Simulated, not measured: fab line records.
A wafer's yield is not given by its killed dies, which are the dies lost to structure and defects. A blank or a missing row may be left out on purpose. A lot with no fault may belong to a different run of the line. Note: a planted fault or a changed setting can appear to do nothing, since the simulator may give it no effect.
Split-lot study / flow ritCmos / 23 wafers read across 5 lots, on a route 202 steps long

## THE SPLIT ITSELF
At RIT_M1_METAL_ETCH_12 (etches Al in Cl2/BCl3, stops on SiO2, time 165 s, target depth 600 nm), the setting overEtchFrac was moved away from the recipe's 0.5 on 8 of the 23 wafers read, by -27.9% to +25.7%. All remaining wafers had this setting at the recipe value.

The split's own step is where the reading is taken.

## THE READING
oesProductAu, in a.u., at RIT_M1_METAL_ETCH_12 (etches Al in Cl2/BCl3, stops on SiO2, time 165 s, target depth 600 nm). A value of 0.767 a.u. with a standard deviation of 0.014 a.u. is what fault-free wafers of this fab line usually give.

wafer=L075.2; tool, chamber at the split=rieMetal-04, 0; overEtchFrac as run=0.5; against the recipe=recipe; oesProductAu, a.u.=0.762; against lot-mates on the recipe=-
wafer=L075.3; tool, chamber at the split=rieMetal-04, 0; overEtchFrac as run=0.3835; against the recipe=-23.3%; oesProductAu, a.u.=0.788; against lot-mates on the recipe=+0.028
wafer=L075.4; tool, chamber at the split=rieMetal-04, 1; overEtchFrac as run=0.5; against the recipe=recipe; oesProductAu, a.u.=0.756; against lot-mates on the recipe=-
wafer=L075.5; tool, chamber at the split=rieMetal-04, 1; overEtchFrac as run=0.3835; against the recipe=-23.3%; oesProductAu, a.u.=0.777; against lot-mates on the recipe=+0.017
wafer=L075.6; tool, chamber at the split=rieMetal-04, 0; overEtchFrac as run=0.5; against the recipe=recipe; oesProductAu, a.u.=0.763; against lot-mates on the recipe=-
wafer=L076.1; tool, chamber at the split=rieMetal-01, 1; overEtchFrac as run=0.5935; against the recipe=+18.7%; oesProductAu, a.u.=0.725; against lot-mates on the recipe=-0.034
wafer=L076.2; tool, chamber at the split=rieMetal-01, 0; overEtchFrac as run=0.5935; against the recipe=+18.7%; oesProductAu, a.u.=0.736; against lot-mates on the recipe=-0.023
wafer=L076.3; tool, chamber at the split=rieMetal-01, 1; overEtchFrac as run=0.5; against the recipe=recipe; oesProductAu, a.u.=0.758; against lot-mates on the recipe=-
wafer=L076.5; tool, chamber at the split=rieMetal-01, 0; overEtchFrac as run=0.5; against the recipe=recipe; oesProductAu, a.u.=0.771; against lot-mates on the recipe=-
wafer=L076.6; tool, chamber at the split=rieMetal-01, 1; overEtchFrac as run=0.5; against the recipe=recipe; oesProductAu, a.u.=0.747; against lot-mates on the recipe=-
wafer=L078.1; tool, chamber at the split=rieMetal-04, 1; overEtchFrac as run=0.3606; against the recipe=-27.9%; oesProductAu, a.u.=0.786; against lot-mates on the recipe=+0.033
wafer=L078.2; tool, chamber at the split=rieMetal-04, 0; overEtchFrac as run=0.3606; against the recipe=-27.9%; oesProductAu, a.u.=0.795; against lot-mates on the recipe=+0.042
wafer=L078.3; tool, chamber at the split=rieMetal-04, 0; overEtchFrac as run=0.5; against the recipe=recipe; oesProductAu, a.u.=0.754; against lot-mates on the recipe=-
wafer=L078.5; tool, chamber at the split=rieMetal-04, 0; overEtchFrac as run=0.5; against the recipe=recipe; oesProductAu, a.u.=0.756; against lot-mates on the recipe=-
wafer=L078.6; tool, chamber at the split=rieMetal-04, 1; overEtchFrac as run=0.5; against the recipe=recipe; oesProductAu, a.u.=0.748; against lot-mates on the recipe=-
wafer=L083.3; tool, chamber at the split=rieMetal-02, 0; overEtchFrac as run=0.5; against the recipe=recipe; oesProductAu, a.u.=0.779; against lot-mates on the recipe=-
wafer=L083.4; tool, chamber at the split=rieMetal-02, 1; overEtchFrac as run=0.5; against the recipe=recipe; oesProductAu, a.u.=0.788; against lot-mates on the recipe=-
wafer=L083.5; tool, chamber at the split=rieMetal-02, 1; overEtchFrac as run=0.5; against the recipe=recipe; oesProductAu, a.u.=0.780; against lot-mates on the recipe=-
wafer=L085.1; tool, chamber at the split=rieMetal-01, 1; overEtchFrac as run=0.6286; against the recipe=+25.7%; oesProductAu, a.u.=0.714; against lot-mates on the recipe=-0.053
wafer=L085.2; tool, chamber at the split=rieMetal-01, 0; overEtchFrac as run=0.5; against the recipe=recipe; oesProductAu, a.u.=0.774; against lot-mates on the recipe=-
wafer=L085.3; tool, chamber at the split=rieMetal-01, 1; overEtchFrac as run=0.5; against the recipe=recipe; oesProductAu, a.u.=0.759; against lot-mates on the recipe=-
wafer=L085.4; tool, chamber at the split=rieMetal-01, 0; overEtchFrac as run=0.6286; against the recipe=+25.7%; oesProductAu, a.u.=0.733; against lot-mates on the recipe=-0.034
wafer=L085.6; tool, chamber at the split=rieMetal-01, 0; overEtchFrac as run=0.5; against the recipe=recipe; oesProductAu, a.u.=0.767; against lot-mates on the recipe=-

THE FIT
A straight line over all 23 wafers: oesProductAu changes by -0.00123 a.u. for each +1% of overEtchFrac; r = -0.84; the points scatter about the line by 0.012 a.u.
The same after taking each lot's own level away (the mean of its wafers on the recipe; 23 wafers): -0.00138 a.u. for each +1%; r = -0.94; scatter 0.0073 a.u.
Per that fit: largest overEtchFrac move, reading shift of 0.039 a.u.
The span of the lots' own levels, 0.7527 to 0.7823 a.u., comes to 2.1 times the standard deviation stated above.
So the lot-to-lot level changes the slope: the two fits differ.
Check: +0.0376 a.u. against its lot-mates is what the line predicts for one of the wafers moved furthest among these (-27.9%) when that wafer is left out of the fit. It came out at +0.0333 a.u. against them.
Tool readings at the split's step, against how far the setting was moved: oesProductAu r = -0.84.

## OTHER SPLITS ON THESE WAFERS
Other splits were also applied to these wafers ahead of the reading. Each is held against what the fit with the lots' levels taken away leaves over:
other split on the same wafers=RIT_NLDD_COAT_01 spinRpm; wafers away from the commonest value=6; r with oesProductAu (lot level and that fit taken away)=-0.31
other split on the same wafers=RIT_NLDD_IMPLANT_08 energyKev; wafers away from the commonest value=6; r with oesProductAu (lot level and that fit taken away)=-0.14
other split on the same wafers=RIT_SPACER_CVD_03 sih2cl2FlowSccm; wafers away from the commonest value=15; r with oesProductAu (lot level and that fit taken away)=-0.16
other split on the same wafers=RIT_PSD_COAT_01 resistThkNm; wafers away from the commonest value=8; r with oesProductAu (lot level and that fit taken away)=-0.15
other split on the same wafers=RIT_CONTACT_COAT_03 spinRpm; wafers away from the commonest value=6; r with oesProductAu (lot level and that fit taken away)=-0.01
other split on the same wafers=RIT_CONTACT_ETCH_11 rfW; wafers away from the commonest value=8; r with oesProductAu (lot level and that fit taken away)=-0.58
other split on the same wafers=RIT_M1_COAT_04 spinRpm; wafers away from the commonest value=5; r with oesProductAu (lot level and that fit taken away)=-0.01

## THE WHOLE CHAIN: every reading that the file lists as answering this split, in the file's order
step=RIT_M1_METAL_ETCH_12; what it does=etches Al in Cl2/BCl3, stops on SiO2, time 165 s, target depth 600 nm; reading=oesProductAu; change (the file's fit)=-0.00138 a.u. for each +1% of the setting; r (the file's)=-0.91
step=RIT_M1_METAL_ETCH_12; what it does=etches Al in Cl2/BCl3, stops on SiO2, time 165 s, target depth 600 nm; reading=NOVOLAK_of_M1_COAT_04.thkNm (the simulator's own value, which no gauge read); change (the file's fit)=-1.09 nm for each +1% of the setting, in a fit together with spinRpm@M1_COAT_04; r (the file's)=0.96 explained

## THE FILE'S OWN FIT
oesProductAu changes by -0.00138 a.u. for each +1% of overEtchFrac, r = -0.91.
